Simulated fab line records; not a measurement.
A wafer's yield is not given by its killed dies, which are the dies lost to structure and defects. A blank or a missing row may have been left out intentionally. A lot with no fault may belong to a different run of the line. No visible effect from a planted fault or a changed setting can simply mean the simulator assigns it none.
Split-lot trial ; flow berkeley-cmos170 ; 23 wafers read across 5 lots, on a route 331 steps long

== SPLIT DETAILS ==
At UCB170_CONTACT_COAT_10 (resist thk 900 nm), the setting spin-rpm was moved away from the recipe's 1500 rpm on 7 of the 23 wafers read, by -6.3% to +2.8%. The other wafers ran this setting at the recipe's value.

== THE PATH FROM SPLIT TO READING: the file shows 1 step between them ==
- UCB170_CONTACT_ETCH_17: etches BARC in N2/H2 (also split here: source-w)

== THE READING ==
KrF_of_CONTACT_COAT_10.thk-nm (the simulator's own value, which no gauge read), in nm, at UCB170_CONTACT_ETCH_18 (etches PSG in CHF3/CF4/Ar, stops on TiSi2, target depth 840 nm, time 195 s). The file gives no usual value for it. Average 692.8 nm, standard deviation 3.3 nm, over the 16 wafers here run with the recipe.

wafer;tool, chamber at the split;spin-rpm as run, rpm;against the recipe;KrF_of_CONTACT_COAT_10.thk-nm, nm;against lot-mates on the recipe
L074.1;litho-track-01, 0;1406;-6.3%;725.9;+32.6
L074.2;litho-track-01, 0;1500;recipe;692.8;-
L074.4;litho-track-01, 0;1406;-6.3%;731.1;+37.9
L074.5;litho-track-01, 0;1500;recipe;693.7;-
L074.6;litho-track-01, 0;1406;-6.3%;725.5;+32.2
L075.2;litho-track-01, 0;1500;recipe;697;-
L075.3;litho-track-01, 0;1500;recipe;694.8;-
L075.4;litho-track-01, 0;1430;-4.7%;713.6;+18.2
L075.5;litho-track-01, 0;1430;-4.7%;713.3;+17.9
L075.6;litho-track-01, 0;1500;recipe;694.5;-
L078.2;litho-track-01, 0;1500;recipe;691.9;-
L078.3;litho-track-01, 0;1542;+2.8%;681.8;-10.6
L078.4;litho-track-01, 0;1542;+2.8%;681.9;-10.5
L078.5;litho-track-01, 0;1500;recipe;691;-
L078.6;litho-track-01, 0;1500;recipe;694.3;-
L079.1;litho-track-01, 0;1500;recipe;693.8;-
L079.2;litho-track-01, 0;1500;recipe;698.3;-
L079.3;litho-track-01, 0;1500;recipe;698;-
L084.1;litho-track-01, 0;1500;recipe;687.5;-
L084.3;litho-track-01, 0;1500;recipe;689.4;-
L084.4;litho-track-01, 0;1500;recipe;691.3;-
L084.5;litho-track-01, 0;1500;recipe;687.6;-
L084.6;litho-track-01, 0;1500;recipe;689.4;-

THE FIT
A straight line over all 23 wafers: KrF_of_CONTACT_COAT_10.thk-nm changes by -5.06 nm for each +1% of spin-rpm; r = -0.97; the points scatter about the line by 3.5 nm.
The same after taking each lot's own level away (the mean of its wafers on the recipe; 23 wafers): -4.88 nm for each +1%; r = -0.98; scatter 2.7 nm.
According to that fit, moving spin-rpm by its largest amount changes the reading by 31 nm.
Measured against the standard deviation above, the lots' own levels, which go from 689.04 to 696.70 nm, span 2.3 times it.
Consequently the slope shifts little with the lot-to-lot level, the two slopes agreeing.
Check: +30.4 nm against its lot-mates is what the line predicts for one of the wafers moved furthest among these (-6.3%) when that wafer is left out of the fit. It came out at +32.6 nm against them.

== THESE WAFERS: OTHER SPLITS ==
Before the reading, these wafers also passed through other splits. Each is held against what the fit with the lots' levels taken away leaves over:
other split on the same wafers;wafers away from the commonest value;r with KrF_of_CONTACT_COAT_10.thk-nm (lot level and that fit taken away)
UCB170_PLDD_COAT_01 resist-thk-nm;9;-0.08
UCB170_NLDD_STRIP_10 o2-flow-sccm;7;+0.18
UCB170_PSD_IMPLANT_08 energy-kev;10;+0.26
UCB170_NSD_IMPLANT_08 energy-kev;10;+0.17
UCB170_SILICIDE_SPUTTER_01 power-w;8;-0.51
UCB170_CONTACT_CVD_01 pressure-mtorr;15;-0.53
UCB170_CONTACT_ETCH_17 source-w;4;+0.08

== THE WHOLE CHAIN: every reading that the file lists as answering this split, in the file's order ==
step;what it does;reading;change (the file's fit);r (the file's)
UCB170_CONTACT_COAT_10;resist thk 900 nm;KrF_of_CONTACT_COAT_10.thk-nm (the simulator's own value, which no gauge read);-4.72 nm for each +1% of the setting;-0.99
UCB170_CONTACT_ETCH_18;etches PSG in CHF3/CF4/Ar, stops on TiSi2, target depth 840 nm, time 195 s;KrF_of_CONTACT_COAT_10.thk-nm (the simulator's own value, which no gauge read);-4.77 nm for each +1% of the setting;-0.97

== FILE'S OWN FIT ==
KrF_of_CONTACT_COAT_10.thk-nm changes by -4.77 nm for each +1% of spin-rpm, r = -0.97.
